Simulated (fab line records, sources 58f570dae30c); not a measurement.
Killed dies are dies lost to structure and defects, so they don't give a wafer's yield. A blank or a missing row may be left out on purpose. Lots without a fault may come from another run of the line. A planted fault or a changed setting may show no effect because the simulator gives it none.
Which tool did it? | flow berkeley_cmos170 | 7 lots, 21 wafers sampled, at 1 step of a route of 331

WHAT THE GAUGES READ, wafer by wafer
UCB170_NSD_CD_MEAS_06: target cd 1200 nm.
lot  | measured     | on        | cd_nm (nm)
L363 | day 8 08:07  | cd_sem-01 | 1201.5 1202.2 1201.8
L362 | day 8 08:35  | cd_sem-02 | 1198.3 1199.9 1200.2
L368 | day 9 07:35  | cd_sem-02 | 1197.2 1198.7 1197.7
L371 | day 9 21:00  | cd_sem-01 | 1201.6 1202.0 1201.7
L373 | day 10 13:49 | cd_sem-02 | 1197.1 1198.7 1197.2
L376 | day 11 05:54 | cd_sem-02 | 1201.1 1202.7 1201.7
L379 | day 11 16:33 | cd_sem-01 | 1199.0 1199.9 1198.3

WHICH TOOL RAN EACH LOT (tool, then ch and the chambers of the sampled wafers, then the start)
The record holds no process step before these readings.

THE ANSWER, worked out from the rows above alone
Rule: what is usual is taken from the lots themselves. Put in order of their means at a reading, lots are off if they are a third of the lots or fewer, leave a main group of 4 or more, and stand apart from it by a gap of 3 or more times the standard deviation of the main group's means; of several such gaps the widest counts. A main group whose means are all the same, to the digits that the tables above print for the reading, isn't used. A lot without any number at a reading at which 4 lots or more have one is off too. The other lots that the step has rows for count as sound.
No lot is off at any reading shown: from this, nothing can be told.

WHAT THE SIMULATOR HAD PUT IN
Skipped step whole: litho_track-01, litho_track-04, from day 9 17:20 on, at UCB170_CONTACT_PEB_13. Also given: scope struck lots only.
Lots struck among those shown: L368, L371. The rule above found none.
